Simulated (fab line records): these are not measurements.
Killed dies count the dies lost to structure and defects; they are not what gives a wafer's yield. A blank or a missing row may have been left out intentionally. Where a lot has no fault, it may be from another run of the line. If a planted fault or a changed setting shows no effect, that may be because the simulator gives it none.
fab line records	flow ritCmos
[record] lots = 6	wafers = 18	lastDay = 7
route steps=202 shown ACTIVE@1 FOX1@20 FOX2@23 M1@202
lots that met no fault: taken from a fault-free run of the same line
startH: start of the lot's first displayed wafer, in hours after the record's first day	waitH: time in hours since the lot's previous step	" the same as in the row above	L1.1+2: a single row standing in for several wafers	- no value present, or no start provided	* or withheld: withheld	< > ~ a bound
route shown NAME@n: a module of which the file shows steps, and the number in the route of the first	usual: mean/standard deviation taken from wafers without a fault	same: alike in all rows	chamber/n: place in a boat	sites: per-site readings	_std_site: standard deviation across them	_edge_site: outer sites' mean less inner sites'	radiusMm: for every site, how far away it sits from the centre of the wafer	mask NAME#n: copy n	behind: the most recent tool/chamber to have shaped the wafer	hold: why the lot was held/for how many hours/how that ended	device: transistor that didn't switch, given as n, p or np	end of line: at the end of the route, the tests of the same wafers	step lacking rows: just its recipe	killed: dies lost to structure and defects at the first sort, not the wafer's yield	map: per-die view of a wafer (x killed, . not killed, _ where there is no die)
set.NAME: the setting that was run; set.NAME@STEP: the one run at that earlier step	model.NAME: the simulator's own value behind a step, which no gauge read
certain route steps with their lots: each step a table, each wafer a row
services: a tool's chamber out of use, with start hour (startH, from the record's first day; less than 0 if before it), hours out, and reason
[[steps]]
[step RIT_ACTIVE_BOW_MEAS_00]
[recipe] mode = bow
[usual] INCOMING_BOW = -1/6.9
lot.wafer	tool	chamber	startH	waitH	INCOMING_BOW[um]
L705.2	filmMetro-03	-	15.02	-	11
L705.3	"	-	"	"	10
L705.5	"	-	"	"	15
L706.2	filmMetro-02	-	20.02	-	-11
L706.3	"	-	"	"	0
L706.5	"	-	"	"	7
L713.1	filmMetro-02	-	55.00	-	-12
L713.2	"	-	"	"	2
L713.5	"	-	"	"	-1
L715.1	filmMetro-03	-	65.00	-	-12
L715.2	"	-	"	"	-8
L715.3	"	-	"	"	1
L722.2	filmMetro-03	-	100.02	-	-6
L722.5	"	-	"	"	9
L722.6	"	-	"	"	-1
L726.2	filmMetro-02	-	120.02	-	-8
L726.3	"	-	"	"	7
L726.4	"	-	"	"	-6
[step RIT_ACTIVE_OXIDATION_01]
[recipe] tempC = 1000	ambient = O2	targetThkA = 468	oxTimeS = 3360
[usual] oxTimeS = 3360/0
lot.wafer	tool	chamber	startH	waitH	oxTimeS	model.SiO2_of_ACTIVE_OXIDATION_01.thkNm
L705.2	furnace-01	0	15.15	0.1	3360	48.15
L705.3	"	0	"	"	3360	47.95
L705.5	"	0	"	"	3360	48.18
L706.2	furnace-01	0	20.65	0.6	3360	46.71
L706.3	"	0	"	"	3360	46.79
L706.5	"	0	"	"	3360	47.33
L713.1	furnace-01	0	55.12	0.1	2688	42.39
L713.2	"	0	"	"	2688	42.16
L713.5	"	0	"	"	2688	42.54
L715.1	furnace-01	0	65.12	0.1	2688	41.66
L715.2	"	0	"	"	2688	41.87
L715.3	"	0	"	"	2688	42.18
L722.2	furnace-03	0	100.12	0.1	3360	48.14
L722.5	"	0	"	"	3360	47.85
L722.6	"	0	"	"	3360	47.86
L726.2	furnace-03	0	120.12	0.1	3360	47.81
L726.3	"	0	"	"	3360	47.71
L726.4	"	0	"	"	3360	46.75
[step RIT_ACTIVE_THK_MEAS_02]
[recipe] reads = SiO2_of_ACTIVE_OXIDATION_01
[usual] ACTIVE_OXIDE_THK = 47.5/0.85
lot.wafer	tool	chamber	startH	waitH	ACTIVE_OXIDE_THK[nm]
L705.2	filmMetro-02	-	17.09	0.0	48.2
L705.3	"	-	"	"	47.9
L705.5	"	-	"	"	48.2
L706.2	filmMetro-04	-	22.60	0.0	46.7
L706.3	"	-	"	"	46.8
L706.5	"	-	"	"	47.4
L713.1	filmMetro-04	-	57.05	0.0	42.4
L713.2	"	-	"	"	42.2
L713.5	"	-	"	"	42.5
L715.1	filmMetro-04	-	67.05	0.0	41.6
L715.2	"	-	"	"	41.8
L715.3	"	-	"	"	42.2
L722.2	filmMetro-02	-	102.06	0.0	48.1
L722.5	"	-	"	"	47.8
L722.6	"	-	"	"	47.9
L726.2	filmMetro-04	-	122.06	0.0	47.8
L726.3	"	-	"	"	47.7
L726.4	"	-	"	"	46.8
[step RIT_ACTIVE_CVD_03]
[recipe] material = Si3N4	targetThkNm = 150	tempC = 810	precursor = SiH2Cl2/NH3	timeS = 1500	pressureMtorr = 300	sih2cl2FlowSccm = 60	nh3FlowSccm = 150
[step RIT_ACTIVE_THK_MEAS_04]
[recipe] reads = Si3N4_of_ACTIVE_CVD_03
[usual] ACTIVE_NITRIDE_THK = 150.2/1.3
lot.wafer	tool	chamber	startH	waitH	ACTIVE_NITRIDE_THK[nm]
L705.2	filmMetro-02	-	18.57	0.0	150.2
L705.3	"	-	"	"	150.9
L705.5	"	-	"	"	151.4
L706.2	filmMetro-02	-	24.07	0.0	149.2
L706.3	"	-	"	"	149.9
L706.5	"	-	"	"	150.4
L713.1	filmMetro-03	-	58.53	0.0	150.0
L713.2	"	-	"	"	149.6
L713.5	"	-	"	"	150.0
L715.1	filmMetro-03	-	68.53	0.0	153.0
L715.2	"	-	"	"	152.1
L715.3	"	-	"	"	152.0
L722.2	filmMetro-03	-	103.54	0.0	151.0
L722.5	"	-	"	"	151.4
L722.6	"	-	"	"	152.2
L726.2	filmMetro-04	-	123.54	0.0	147.3
L726.3	"	-	"	"	145.9
L726.4	"	-	"	"	147.6
[step RIT_ACTIVE_HMDS_05]
[recipe] primeTimeS = 60	primeTempC = 140
[step RIT_ACTIVE_COAT_06]
[recipe] resist = NOVOLAK	spinRpm = 3303	resistThkNm = 1000
[step RIT_ACTIVE_SOFTBAKE_07]
[recipe] resist = NOVOLAK	tempC = 90	timeS = 60
[step RIT_ACTIVE_EXPOSE_08]
[recipe] maskId = M1	na = 0.6	sourceShape = conventional	sigmaOuter = 0.6	targetCdNm = 1400	doseMj = 225
[step RIT_ACTIVE_PEB_09]
[recipe] resist = NOVOLAK	tempC = withheld	timeS = withheld
[step RIT_ACTIVE_DEVELOP_10]
[recipe] resist = NOVOLAK	developTimeS = 50	devTempC = 22.21
[step RIT_ACTIVE_CD_MEAS_11]
[recipe] targetCdNm = 1400
[usual] cdNm = 1399.4/2.3
lot.wafer	tool	chamber	startH	waitH	cdNm
L705.2	cdSem-01	-	19.61	-	1399.3
L705.3	"	-	"	"	1399.9
L705.5	"	-	"	"	1398.2
L706.2	cdSem-01	-	24.99	-	1398.1
L706.3	"	-	"	"	1397.5
L706.5	"	-	"	"	1397.0
L713.1	cdSem-01	-	59.56	-	1400.9
L713.2	"	-	"	"	1399.7
L713.5	"	-	"	"	1398.8
L715.1	cdSem-01	-	69.56	-	1400.6
L715.2	"	-	"	"	1398.4
L715.3	"	-	"	"	1398.5
L722.2	cdSem-02	-	104.76	-	1400.0
L722.5	"	-	"	"	1402.5
L722.6	"	-	"	"	1400.9
L726.2	cdSem-01	-	124.46	-	1393.9
L726.3	"	-	"	"	1396.6
L726.4	"	-	"	"	1396.8
[step RIT_ACTIVE_HARDBAKE_12]
[recipe] resist = NOVOLAK	tempC = 140	timeS = 60
[step RIT_ACTIVE_ETCH_13]
[recipe] stopOn = SiO2	chemistry = SF6	target = Si3N4	timeS = 210	overEtchFrac = 0.4	SF6_flow_sccm = 200	pressureMtorr = 260	rfW = 125	targetDepthA = 2100
[usual] drypumpMotorCurrentA = 5.8/0.42	oesProductAu = 0.817/0.014	throttleValvePct = 7.58/0.14
lot.wafer	tool	chamber	startH	waitH	drypumpMotorCurrentA	oesProductAu	rfHoursCounterH	throttleValvePct
L705.2	rieDiel-04	0	19.86	0.1	6.2	0.831	2	7.71
L705.3	"	1	"	"	6.1	0.835	135	7.70
L705.5	"	0	"	"	6.2	0.819	-	7.71
L706.2	rieDiel-02	3	25.24	0.1	6.3	0.819	44	7.50
L706.3	"	2	"	"	6.3	0.794	18	7.28
L706.5	"	0	"	"	5.9	0.813	-	7.52
L713.1	rieDiel-04	3	59.83	0.1	5.4	0.815	57	7.71
L713.2	"	0	"	"	6.2	0.818	2	7.72
L713.5	"	2	"	"	5.1	0.835	-	7.70
L715.1	rieDiel-02	1	69.83	0.1	5.7	0.831	30	7.62
L715.2	"	0	"	"	5.9	0.813	61	7.49
L715.3	"	2	"	"	6.3	0.807	19	7.30
L722.2	rieDiel-04	3	105.01	0.1	5.4	0.825	58	7.70
L722.5	"	0	"	"	6.2	0.815	-	7.71
L722.6	"	3	"	"	5.4	0.824	-	7.71
L726.2	rieDiel-04	0	124.71	0.1	6.2	0.813	4	7.69
L726.3	"	2	"	"	5.1	0.814	109	7.70
L726.4	"	3	"	"	5.5	0.807	58	7.72
[step RIT_ACTIVE_STRIP_14]
[recipe] chemistry = O2	timeS = 180	resist = NOVOLAK	platenTempC = withheld	powerW = 500	pressureMtorr = 4000	o2FlowSccm = 4000
[usual] drypumpMotorCurrentA = 5.6/0.51
lot.wafer	tool	chamber	startH	waitH	drypumpMotorCurrentA	rfHoursCounterH
L705.2	plasmaAsher-03	0	20.00	0.1	5.1	39
L705.3	"	1	"	"	6.0	-
L705.5	"	0	"	"	5.1	-
L706.2	plasmaAsher-01	1	25.38	0.1	5.6	40
L706.3	"	1	"	"	5.6	-
L706.5	"	1	"	"	5.6	-
L713.1	plasmaAsher-03	0	59.97	0.1	5.2	44
L713.2	"	1	"	"	6.0	44
L713.5	"	1	"	"	6.0	-
L715.1	plasmaAsher-03	0	69.97	0.1	5.2	45
L715.2	"	1	"	"	6.1	45
L715.3	"	1	"	"	6.0	-
L722.2	plasmaAsher-02	0	105.15	0.1	6.3	40
L722.5	"	1	"	"	4.9	-
L722.6	"	0	"	"	6.3	-
L726.2	plasmaAsher-02	1	124.84	0.1	4.9	0
L726.3	"	1	"	"	4.8	-
L726.4	"	0	"	"	6.3	-
[step RIT_ACTIVE_CD_MEAS_90]
[recipe] targetCdNm = 1400
[usual] cdNm = 1399.4/2.3
lot.wafer	tool	chamber	startH	waitH	cdNm
L705.2	cdSem-02	-	20.19	0.1	1399.4
L705.3	"	-	"	"	1400.0
L705.5	"	-	"	"	1398.3
L706.2	cdSem-02	-	25.57	0.1	1397.7
L706.3	"	-	"	"	1397.5
L706.5	"	-	"	"	1397.7
L713.1	cdSem-02	-	60.14	0.1	1400.6
L713.2	"	-	"	"	1400.0
L713.5	"	-	"	"	1398.7
L715.1	cdSem-02	-	70.14	0.1	1400.4
L715.2	"	-	"	"	1398.7
L715.3	"	-	"	"	1398.3
L722.2	cdSem-01	-	105.34	0.1	1400.1
L722.5	"	-	"	"	1401.9
L722.6	"	-	"	"	1401.1
L726.2	cdSem-01	-	125.04	0.1	1393.9
L726.3	"	-	"	"	1396.2
L726.4	"	-	"	"	1396.4
[step RIT_ACTIVE_CLEAN_15]
[recipe] chemistry = SC1	mix = 3:3:50	timeS = 600	tempC = 75
[step RIT_ACTIVE_CLEAN_16]
[recipe] chemistry = dHF	dilution = 50:1	timeS = 30
[step RIT_ACTIVE_CLEAN_17]
[recipe] chemistry = SC2	mix = 3:3:50	timeS = 600	tempC = 75	dry = n2Spin
[step RIT_FOX1_OXIDATION_00]
[recipe] tempC = 1100	ambient = H2O	targetThkA = 3507	pH2oTorr = 720	oxTimeS = 1130
[step RIT_FOX1_THK_MEAS_01]
[recipe] reads = SiO2_of_FOX1_OXIDATION_00
[usual] FOX1_OXIDE_THK = 355/6.8
lot.wafer	tool	chamber	startH	waitH	FOX1_OXIDE_THK[nm]
L705.2	filmMetro-01	-	23.02	0.0	358
L705.3	"	-	"	"	359
L705.5	"	-	"	"	358
L706.2	filmMetro-02	-	28.19	0.0	358
L706.3	"	-	"	"	360
L706.5	"	-	"	"	357
L713.1	filmMetro-01	-	63.31	0.0	364
L713.2	"	-	"	"	363
L713.5	"	-	"	"	365
L715.1	filmMetro-02	-	71.94	0.0	348
L715.2	"	-	"	"	343
L715.3	"	-	"	"	345
L722.2	filmMetro-02	-	107.86	0.0	357
L722.5	"	-	"	"	362
L722.6	"	-	"	"	358
L726.2	filmMetro-02	-	126.83	0.0	344
L726.3	"	-	"	"	353
L726.4	"	-	"	"	352
[step RIT_FOX1_WET_ETCH_02]
[recipe] chemistry = BOE	targetDepthNm = 350	timeS = 390	tempC = 21.5	dry = n2Spin	dilution = 10:1	target = SiO2
[step RIT_FOX2_OXIDATION_00]
[recipe] tempC = 1100	ambient = H2O	targetThkA = 3507	pH2oTorr = 720	oxTimeS = 1130
[step RIT_FOX2_THK_MEAS_01]
[recipe] reads = SiO2_of_FOX2_OXIDATION_00
[usual] FOX2_OXIDE_THK = 354/6.5
lot.wafer	tool	chamber	startH	waitH	FOX2_OXIDE_THK[nm]
L705.2	filmMetro-02	-	24.51	0.0	353
L705.3	"	-	"	"	350
L705.5	"	-	"	"	356
L706.2	filmMetro-01	-	29.69	0.0	362
L706.3	"	-	"	"	361
L706.5	"	-	"	"	362
L713.1	filmMetro-01	-	66.59	0.0	350
L713.2	"	-	"	"	347
L713.5	"	-	"	"	349
L715.1	filmMetro-01	-	73.43	0.0	361
L715.2	"	-	"	"	363
L715.3	"	-	"	"	361
L722.2	filmMetro-01	-	109.36	0.0	364
L722.5	"	-	"	"	364
L722.6	"	-	"	"	364
L726.2	filmMetro-02	-	128.32	0.0	341
L726.3	"	-	"	"	342
L726.4	"	-	"	"	341
[step RIT_FOX2_CLEAN_02]
[recipe] chemistry = dHF	dilution = 50:1	timeS = 180
[step RIT_FOX2_WET_ETCH_03]
[recipe] chemistry = H3PO4	target = Si3N4	targetDepthNm = 195	tempC = 165	timeS = 2700
[usual] tempC = 164.99/0.17
lot.wafer	tool	chamber	startH	waitH	tempC	model.SiO2_of_ACTIVE_OXIDATION_01.thkNm
L705.2	wetBench-03	2	24.62	0.0	165.01	40.65
L705.3	"	2	"	"	165.04	42.63
L705.5	"	2	"	"	165.15	40.68
L706.2	wetBench-02	2	29.80	0.0	164.94	40.67
L706.3	"	2	"	"	164.81	39.67
L706.5	"	2	"	"	164.91	42.08
L713.1	wetBench-02	2	66.70	0.0	164.92	37.24
L713.2	"	2	"	"	164.99	35.37
L713.5	"	2	"	"	165.13	37.83
L715.1	wetBench-03	2	73.56	0.0	164.99	36.95
L715.2	"	2	"	"	165.03	37.12
L715.3	"	2	"	"	165.04	35.47
L722.2	wetBench-01	2	109.47	0.0	164.91	42.5
L722.5	"	2	"	"	164.85	40.53
L722.6	"	2	"	"	165.04	42.25
L726.2	wetBench-01	3	128.44	0.0	164.90	40.38
L726.3	"	3	"	"	164.92	42.47
L726.4	"	3	"	"	164.89	41.11
[step RIT_FOX2_THK_MEAS_90]
[recipe] reads = SiO2_of_FOX2_OXIDATION_00
[usual] FIELD_OXIDE_LEFT_1_THK = 326/6.5
lot.wafer	tool	chamber	startH	waitH	FIELD_OXIDE_LEFT_1_THK[nm]
L705.2	filmMetro-02	-	25.45	0.0	325
L705.3	"	-	"	"	322
L705.5	"	-	"	"	329
L706.2	filmMetro-02	-	30.57	0.0	335
L706.3	"	-	"	"	334
L706.5	"	-	"	"	335
L713.1	filmMetro-04	-	67.46	0.0	323
L713.2	"	-	"	"	320
L713.5	"	-	"	"	322
L715.1	filmMetro-04	-	74.32	0.0	334
L715.2	"	-	"	"	336
L715.3	"	-	"	"	334
L722.2	filmMetro-01	-	110.24	0.0	337
L722.5	"	-	"	"	336
L722.6	"	-	"	"	337
L726.2	filmMetro-02	-	129.27	0.0	314
L726.3	"	-	"	"	315
L726.4	"	-	"	"	313
[step RIT_M1_PROBE_99]
[usual] killedAtFrontEnd = 7.2/2.9	killedDies = 7.3/2.9	killedOpen = 3.6/1.9	killedShort = 3.8/1.9
[same] grossDies = 264	killed_at_M0_to_M3 = 0	killed_at_M4_up = 0	killedAtBackSide = 0	killedAtContacts = 0	killedAtOther = 0
lot.wafer	tool	chamber	startH	waitH	killedAtFrontEnd	killedDies	killedOpen	killedShort	model.etest.nldd.widthNm	model.etest.pldd.widthNm	model.etest.nplusSal.widthNm	model.etest.pplusSal.widthNm	model.etest.nmosNarrow.driveUaUm	model.etest.pmosNarrow.driveUaUm
L705.2	prober-01	-	66.04	0.1	6	6	4	2	3154	3164	3452	3467	212.7	96.28
L705.3	prober-01	-	66.09	0.2	6	6	4	2	3151	3172	3442	3465	209.8	94.14
L705.5	prober-01	-	66.19	0.2	11	11	7	4	3147	3136	3449	3444	211.4	95.92
L706.2	prober-01	-	68.81	0.1	6	6	2	4	3153	3158	3415	3441	217	96.54
L706.3	prober-01	-	68.86	0.2	3	3	1	2	3143	3155	3440	3439	213.9	96.15
L706.5	prober-01	-	68.96	0.2	8	8	3	5	3138	3136	3439	3440	215	96.21
L713.1	prober-02	-	104.64	0.1	8	8	6	2	3206	3209	3494	3471	240.4	105.1
L713.2	prober-02	-	104.69	0.1	10	10	4	6	3199	3198	3456	3477	236.9	102.3
L713.5	prober-02	-	104.84	0.2	6	6	3	3	3199	3190	3494	3464	236.8	102
L715.1	prober-02	-	111.91	0.1	7	7	4	3	3231	3244	3473	3475	241.3	103.9
L715.2	prober-02	-	111.96	0.1	7	7	3	4	3237	3246	3477	3453	239.6	104.9
L715.3	prober-02	-	112.01	0.2	5	5	3	2	3226	3222	3478	3474	240.2	106
L722.2	prober-01	-	147.27	0.1	2	2	0	2	3140	3133	3441	3408	224.2	101.4
L722.5	prober-01	-	147.42	0.2	7	7	4	3	3138	3150	3406	3417	226.8	104
L722.6	prober-01	-	147.47	0.2	5	5	1	4	3130	3139	3421	3435	222.6	101.4
L726.2	prober-01	-	168.79	0.1	6	6	5	1	3152	3171	3453	3452	224.9	102.1
L726.3	prober-01	-	168.84	0.2	4	4	2	2	3161	3176	3451	3436	221.9	100.7
L726.4	prober-01	-	168.89	0.2	16	16	9	7	3181	3174	3459	3452	219.7	99.73
// killed by level:class
L705.2 GATE:geometricParticle:open=2 FOX1:geometricParticle:short=1 FOX2:geometricParticle:open=1 GATE:geometricParticle:short=1 SPACER:geometricParticle:open=1
L705.3 FOX1:geometricParticle:open=2 FOX2:geometricParticle:short=1 GATE:geometricParticle:short=1 GATE:geometricParticle:open=1 SILICIDE:geometricParticle:open=1
L705.5 GATE:geometricParticle:short=3 GATE:geometricParticle:open=3 SILICIDE:geometricParticle:open=2 FOX1:geometricParticle:open=1 SPACER:geometricParticle:open=1 SPACER:geometricParticle:short=1
L706.2 FOX2:geometricParticle:short=2 FOX2:geometricParticle:open=2 GATE:geometricParticle:short=1 REOX:geometricParticle:short=1
L706.3 FOX2:geometricParticle:short=1 SPACER:geometricParticle:short=1 SPACER:geometricParticle:open=1
L706.5 GATE:geometricParticle:short=3 REOX:geometricParticle:open=3 REOX:geometricParticle:short=1 SPACER:geometricParticle:short=1
L713.1 GATE:geometricParticle:open=2 SPACER:geometricParticle:open=2 SPACER:geometricParticle:short=2 REOX:geometricParticle:open=1 SILICIDE:geometricParticle:open=1
L713.2 FOX2:geometricParticle:short=2 GATE:geometricParticle:open=2 SILICIDE:geometricParticle:short=2 FOX1:geometricParticle:open=1 GATE:geometricParticle:short=1 SPACER:geometricParticle:short=1 SILICIDE:geometricParticle:open=1
L713.5 SPACER:geometricParticle:open=2 GATE:geometricParticle:short=1 REOX:geometricParticle:short=1 SILICIDE:geometricParticle:short=1 SILICIDE:geometricParticle:open=1
L715.1 SPACER:geometricParticle:short=2 SPACER:geometricParticle:open=2 GATE:geometricParticle:open=1 SILICIDE:geometricParticle:open=1 SILICIDE:geometricParticle:short=1
L715.2 FOX1:geometricParticle:short=2 SPACER:geometricParticle:open=2 SPACER:geometricParticle:short=2 REOX:geometricParticle:open=1
L715.3 GATE:geometricParticle:open=1 REOX:geometricParticle:open=1 SPACER:geometricParticle:short=1 SILICIDE:geometricParticle:open=1 SILICIDE:geometricParticle:short=1
L722.2 FOX2:geometricParticle:short=1 SILICIDE:geometricParticle:short=1
L722.5 GATE:geometricParticle:open=2 FOX1:geometricParticle:open=1 FOX1:geometricParticle:short=1 GATE:geometricParticle:short=1 REOX:geometricParticle:short=1 SPACER:geometricParticle:open=1
L722.6 FOX1:geometricParticle:short=1 REOX:geometricParticle:open=1 REOX:geometricParticle:short=1 SPACER:geometricParticle:short=1 SILICIDE:geometricParticle:short=1
L726.2 GATE:geometricParticle:open=3 SPACER:geometricParticle:open=2 SILICIDE:geometricParticle:short=1
L726.3 GATE:geometricParticle:open=1 GATE:geometricParticle:short=1 REOX:geometricParticle:short=1 SPACER:geometricParticle:open=1
L726.4 GATE:geometricParticle:open=4 FOX2:geometricParticle:open=2 GATE:geometricParticle:short=2 SPACER:geometricParticle:open=2 SPACER:geometricParticle:short=2 FOX1:geometricParticle:short=1 FOX2:geometricParticle:short=1 REOX:geometricParticle:short=1
[[services]]
tool	chamber	startH	hours	kind
rieDiel-04	2	2.87	2.6	repair
furnace-01	-	3.26	5.2	repair
furnace-03	-	16.41	4.8	repair
plasmaAsher-01	-	27.66	2.8	pm
plasmaAsher-01	-	31.34	1.6	repair
rieDiel-02	0	32.96	7.6	repair
furnace-03	-	44.08	3.6	pm
rieDiel-02	2	47.53	3.1	repair
rieDiel-02	0	54.83	2.9	repair
plasmaAsher-01	-	83.32	14.6	pm
rieDiel-02	1	86.78	10.0	repair
wetBench-02	-	90.96	2.8	repair
rieDiel-02	3	92.04	7.8	repair
plasmaAsher-02	-	108.75	9.0	pm
plasmaAsher-02	0	108.75	9.0	ventCycle
plasmaAsher-02	1	108.75	9.0	ventCycle
rieDiel-04	3	109.86	1.9	repair
plasmaAsher-02	-	117.75	2.8	pm
plasmaAsher-02	0	117.75	-	clean
plasmaAsher-02	1	117.75	-	clean
[[key]]
[firstSign] step = RIT_ACTIVE_OXIDATION_01	reading = oxTimeS	direction = down	sigmas = 99+	usual = *	struck = *
[effect] step = RIT_ACTIVE_THK_MEAS_02	reading = ACTIVE_OXIDE_THK	direction = down	sigmas = 6.3	usual = 47.5	struck = 42.1
[modelEffect] step = RIT_ACTIVE_OXIDATION_01	value = SiO2_of_ACTIVE_OXIDATION_01.thkNm	without = 48.24	struck = 42.13
[modelEffect] step = RIT_FOX2_WET_ETCH_03	value = SiO2_of_ACTIVE_OXIDATION_01.thkNm	without = 42.09	struck = 36.66
[modelEffect] step = RIT_M1_PROBE_99	value = etest.nldd.widthNm	without = 3156	struck = 3216
metAt RIT_ACTIVE_OXIDATION_01
struckWafers L713.1,L713.2,L713.5,L715.1,L715.2,L715.3
testerLeftOut L713,L715
onsetBetween 20.65 55.12
[fault] kind = processParameterDrift	tool = furnace-01	chamber = -	onsetH = 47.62	steps = RIT_ACTIVE_OXIDATION_01	channel = oxTimeS	offset = *	shape = step	endH = 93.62	actsIn = *	stated = *
// testerLeftOut: of these lots the tester's yield and bins aren't shown, on N5 and GAA mostly nor the transistor test; their killed dies are dies lost to structure and defects alone, not to doping, threshold or leakage, so they don't give the yield
